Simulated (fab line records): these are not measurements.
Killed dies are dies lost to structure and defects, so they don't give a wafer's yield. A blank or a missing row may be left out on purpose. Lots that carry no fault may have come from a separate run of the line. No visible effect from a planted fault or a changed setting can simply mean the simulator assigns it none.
fab line records	flow ritCmos
record lots=7	wafers=21	lastDay=8
route steps=202 shown NWELL@38 PWELL@39 WELLDRIVE@50 NRETRO@53
lots that met no fault: taken from a fault-free run of the same line
startH: the number of hours between the record's first day and the start of the first shown wafer of the lot	waitH: hours elapsed since this lot's preceding step	" same as the row above	L1.1+2: one row covering several wafers at once	- value missing, or start not given	* or withheld: withheld	< > ~ a bound
route shown NAME@n: names a module that has steps shown in the file, with the first one's number in the route	usual: the fault-free wafers' mean and standard deviation	same: alike in all rows	chamber/n: place in a boat	sites: each site's reading	_std_site: standard deviation across them	_edge_site: mean of outer sites minus mean of inner sites	radiusMm: for every site, how far away it sits from the centre of the wafer	mask NAME#n: copy n	behind: tool/chamber where the wafer was last shaped	hold: the reason the lot was held/the length of the hold in hours/how it ended	device: the transistor (n, p or np) that didn't switch	end of line: the route-end tests of the same wafers	for a step that has no rows: nothing shown but its recipe	killed: not the wafer's yield, but the dies lost to structure and defects at the first sort	map: shows each die of a wafer: x if killed, . if not, _ if none is there
set.NAME: setting as actually run; set.NAME@STEP: the setting as run at that earlier step	model.NAME: the simulator's own value behind a step, which no gauge read
lots at selected steps of the route; one table per step, one row per wafer
services: the hour from which a tool's chamber was out of use, counted from the record's first day as startH (under 0 if before that day), plus the number of hours and why
## steps
# step RIT_NWELL_TW_MEAS_10
# usual NWELL_TW=2160/19
lot.wafer	tool	chamber	startH	waitH	NWELL_TW
L554.1	filmMetro-01	-	38.28	0.1	2131
L554.3	"	-	"	"	2136
L554.4	"	-	"	"	2130
L555.1	filmMetro-04	-	46.75	0.1	2180
L555.2	"	-	"	"	2182
L555.5	"	-	"	"	2167
L558.4	filmMetro-02	-	65.74	0.1	2180
L558.5	"	-	"	"	2177
L558.6	"	-	"	"	2180
L560.3	filmMetro-04	-	72.10	0.1	2191
L560.4	"	-	"	"	2168
L560.6	"	-	"	"	2194
L561.1	filmMetro-02	-	76.77	0.1	2139
L561.3	"	-	"	"	2153
L561.4	"	-	"	"	2151
L562.1	filmMetro-01	-	81.90	0.1	2146
L562.4	"	-	"	"	2138
L562.5	"	-	"	"	2155
L574.1	filmMetro-04	-	150.77	0.1	2172
L574.4	"	-	"	"	2170
L574.6	"	-	"	"	2171
# step RIT_PWELL_HMDS_00
# recipe primeTimeS=60	primeTempC=140
# step RIT_PWELL_COAT_01
# recipe resist=NOVOLAK	spinRpm=2000	resistThkNm=1300
# step RIT_PWELL_SOFTBAKE_02
# recipe resist=NOVOLAK	tempC=90	timeS=60
# step RIT_PWELL_EXPOSE_03
# recipe maskId=M3	na=0.57	targetCdNm=43700	doseMj=250
# step RIT_PWELL_PEB_04
# recipe resist=NOVOLAK	tempC=withheld	timeS=withheld
# step RIT_PWELL_DEVELOP_05
# recipe resist=NOVOLAK	developTimeS=68	devTempC=23
# step RIT_PWELL_OVL_MEAS_06
# usual PWELL_OVL=-1.1/1.3
lot.wafer	tool	chamber	startH	waitH	PWELL_OVL[nm]
L554.1	overlay-01	-	39.33	-	0.0
L554.3	"	-	"	"	-0.6
L554.4	"	-	"	"	-0.3
L555.1	overlay-01	-	47.69	-	-0.6
L555.2	"	-	"	"	-0.1
L555.5	"	-	"	"	1.1
L558.4	overlay-01	-	66.67	-	2.0
L558.5	"	-	"	"	0.3
L558.6	"	-	"	"	-1.8
L560.3	overlay-01	-	73.15	-	-0.4
L560.4	"	-	"	"	0.3
L560.6	"	-	"	"	-2.0
L561.1	overlay-01	-	77.84	-	-1.7
L561.3	"	-	"	"	-2.1
L561.4	"	-	"	"	-1.6
L562.1	overlay-02	-	82.97	-	-0.8
L562.4	"	-	"	"	2.7
L562.5	"	-	"	"	-1.8
L574.1	overlay-01	-	151.71	-	-2.0
L574.4	"	-	"	"	-3.0
L574.6	"	-	"	"	-0.9
# step RIT_PWELL_HARDBAKE_07
# recipe resist=NOVOLAK	tempC=140	timeS=120
# step RIT_PWELL_IMPLANT_08
# recipe species=B	energyKev=170	doseCm2=7.096e+13	tiltDeg=7
# step RIT_PWELL_STRIP_09
# recipe chemistry=O2	timeS=180	resist=NOVOLAK	platenTempC=withheld	powerW=500	pressureMtorr=4000	o2FlowSccm=4000
# usual drypumpMotorCurrentA=5.9/0.45
# same timeS=180
lot.wafer	tool	chamber	startH	waitH	drypumpMotorCurrentA	rfHoursCounterH
L554.1	plasmaAsher-03	0	39.76	0.1	6.2	24
L554.3	"	1	"	"	5.4	-
L554.4	"	0	"	"	6.2	-
L555.1	plasmaAsher-02	0	48.13	0.1	6.0	38
L555.2	"	1	"	"	6.2	38
L555.5	"	0	"	"	6.0	-
L558.4	plasmaAsher-01	1	67.15	0.1	6.4	-
L558.5	"	0	"	"	5.0	-
L558.6	"	1	"	"	6.4	-
L560.3	plasmaAsher-03	0	73.63	0.1	6.1	-
L560.4	"	1	"	"	5.5	-
L560.6	"	0	"	"	6.1	-
L561.1	plasmaAsher-03	0	78.27	0.1	6.1	28
L561.3	"	1	"	"	5.4	-
L561.4	"	0	"	"	6.2	-
L562.1	plasmaAsher-01	0	83.41	0.1	5.1	44
L562.4	"	1	"	"	6.4	-
L562.5	"	0	"	"	5.1	-
L574.1	plasmaAsher-02	1	152.15	0.1	6.2	3
L574.4	"	0	"	"	6.0	-
L574.6	"	0	"	"	6.1	-
# step RIT_PWELL_TW_MEAS_10
# usual PWELL_TW=961/8.3
lot.wafer	tool	chamber	startH	waitH	PWELL_TW
L554.1	filmMetro-04	-	39.94	0.1	964
L554.3	"	-	"	"	961
L554.4	"	-	"	"	964
L555.1	filmMetro-02	-	48.30	0.1	967
L555.2	"	-	"	"	970
L555.5	"	-	"	"	966
L558.4	filmMetro-04	-	67.29	0.1	967
L558.5	"	-	"	"	966
L558.6	"	-	"	"	968
L560.3	filmMetro-01	-	73.77	0.1	950
L560.4	"	-	"	"	952
L560.6	"	-	"	"	951
L561.1	filmMetro-04	-	78.45	0.1	968
L561.3	"	-	"	"	974
L561.4	"	-	"	"	974
L562.1	filmMetro-04	-	83.58	0.1	962
L562.4	"	-	"	"	968
L562.5	"	-	"	"	968
L574.1	filmMetro-02	-	152.32	0.1	958
L574.4	"	-	"	"	960
L574.6	"	-	"	"	953
# step RIT_WELLDRIVE_ANNEAL_00
# recipe tempC=1100	timeS=14700	ambient=N2
# usual runLengthS=18271/8.3
lot.wafer	tool	chamber	startH	waitH	runLengthS
L554.1	furnace-04	0	40.00	0.1	18261
L554.3	"	0	"	"	18261
L554.4	"	0	"	"	18261
L555.1	furnace-01	0	48.36	0.1	18266
L555.2	"	0	"	"	18266
L555.5	"	0	"	"	18266
L558.4	furnace-04	0	67.86	0.6	15323
L558.5	"	0	"	"	15323
L558.6	"	0	"	"	15323
L560.3	furnace-04	0	75.57	1.8	15324
L560.4	"	0	"	"	15324
L560.6	"	0	"	"	15324
L561.1	furnace-01	0	79.20	0.7	18274
L561.3	"	0	"	"	18274
L561.4	"	0	"	"	18274
L562.1	furnace-04	0	83.64	0.1	15320
L562.4	"	0	"	"	15320
L562.5	"	0	"	"	15320
L574.1	furnace-03	0	152.96	0.6	18275
L574.4	"	0	"	"	18275
L574.6	"	0	"	"	18275
# step RIT_WELLDRIVE_RS_MEAS_01
# recipe thkMeasGauge=four-point-probe
# usual NWELL_RS=275.5/0.85
lot.wafer	tool	chamber	startH	waitH	NWELL_RS[ohm/sq]
L554.1	filmMetro-01	-	45.08	0.0	276.4
L554.3	"	-	"	"	276.9
L554.4	"	-	"	"	275.7
L555.1	filmMetro-01	-	53.45	0.0	276.0
L555.2	"	-	"	"	276.1
L555.5	"	-	"	"	276.3
L558.4	filmMetro-01	-	73.01	0.9	286.0
L558.5	"	-	"	"	287.0
L558.6	"	-	"	"	287.2
L560.3	filmMetro-04	-	80.70	0.9	286.0
L560.4	"	-	"	"	286.6
L560.6	"	-	"	"	286.8
L561.1	filmMetro-04	-	84.28	0.0	275.9
L561.3	"	-	"	"	274.8
L561.4	"	-	"	"	276.2
L562.1	filmMetro-02	-	88.73	0.8	286.0
L562.4	"	-	"	"	284.8
L562.5	"	-	"	"	285.3
L574.1	filmMetro-01	-	158.04	0.0	276.5
L574.4	"	-	"	"	276.9
L574.6	"	-	"	"	276.2
# step RIT_WELLDRIVE_RS_MEAS_02
# recipe thkMeasGauge=four-point-probe
# usual PWELL_RS=426.1/1.5
lot.wafer	tool	chamber	startH	waitH	PWELL_RS[ohm/sq]
L554.1	filmMetro-01	-	45.20	0.1	428.7
L554.3	"	-	"	"	428.4
L554.4	"	-	"	"	428.0
L555.1	filmMetro-01	-	53.57	0.1	427.7
L555.2	"	-	"	"	427.7
L555.5	"	-	"	"	428.1
L558.4	filmMetro-01	-	73.13	0.1	439.2
L558.5	"	-	"	"	439.2
L558.6	"	-	"	"	439.2
L560.3	filmMetro-04	-	80.82	0.1	439.9
L560.4	"	-	"	"	440.1
L560.6	"	-	"	"	438.2
L561.1	filmMetro-04	-	84.40	0.1	425.0
L561.3	"	-	"	"	423.9
L561.4	"	-	"	"	423.4
L562.1	filmMetro-02	-	88.85	0.1	438.2
L562.4	"	-	"	"	438.4
L562.5	"	-	"	"	436.6
L574.1	filmMetro-01	-	158.16	0.1	427.6
L574.4	"	-	"	"	425.6
L574.6	"	-	"	"	427.5
# step RIT_NRETRO_HMDS_00
# recipe primeTimeS=60	primeTempC=140
## services
tool	chamber	startH	hours	kind
plasmaAsher-02	-	34.74	1.7	repair
plasmaAsher-01	-	38.09	5.4	repair
plasmaAsher-02	-	68.80	1.6	repair
furnace-04	-	97.41	6.8	pm
plasmaAsher-01	-	100.24	14.6	pm
plasmaAsher-03	-	103.58	2.8	pm
plasmaAsher-02	-	108.75	9.0	pm
plasmaAsher-02	0	108.75	9.0	ventCycle
plasmaAsher-02	1	108.75	9.0	ventCycle
plasmaAsher-02	0	117.75	-	clean
plasmaAsher-02	1	117.75	-	clean
furnace-03	-	138.93	3.1	pm
furnace-01	-	143.87	16.0	pm
## key
firstSign step=RIT_WELLDRIVE_ANNEAL_00	reading=runLengthS	direction=down	sigmas=99+	usual=*	struck=*
effect step=RIT_WELLDRIVE_RS_MEAS_01	reading=NWELL_RS	direction=up	sigmas=13	usual=275.5	struck=286.2
effect step=RIT_WELLDRIVE_RS_MEAS_02	reading=PWELL_RS	direction=up	sigmas=8.4	usual=426.1	struck=438.8
metAt RIT_WELLDRIVE_ANNEAL_00
struckWafers L558.4,L558.5,L558.6,L560.3,L560.4,L560.6,L562.1,L562.4,L562.5
testerLeftOut L558,L560,L562
fault kind=processParameterDrift	tool=furnace-04	chamber=-	onsetH=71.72	steps=RIT_WELLDRIVE_ANNEAL_00	channel=timeS	offset=*	shape=step	endH=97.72	actsIn=*	stated=*
# testerLeftOut: of these lots the tester's yield and bins aren't shown, on N5 and GAA mostly nor the transistor test; their killed dies are dies lost to structure and defects alone, not to doping, threshold or leakage, so they don't give the yield
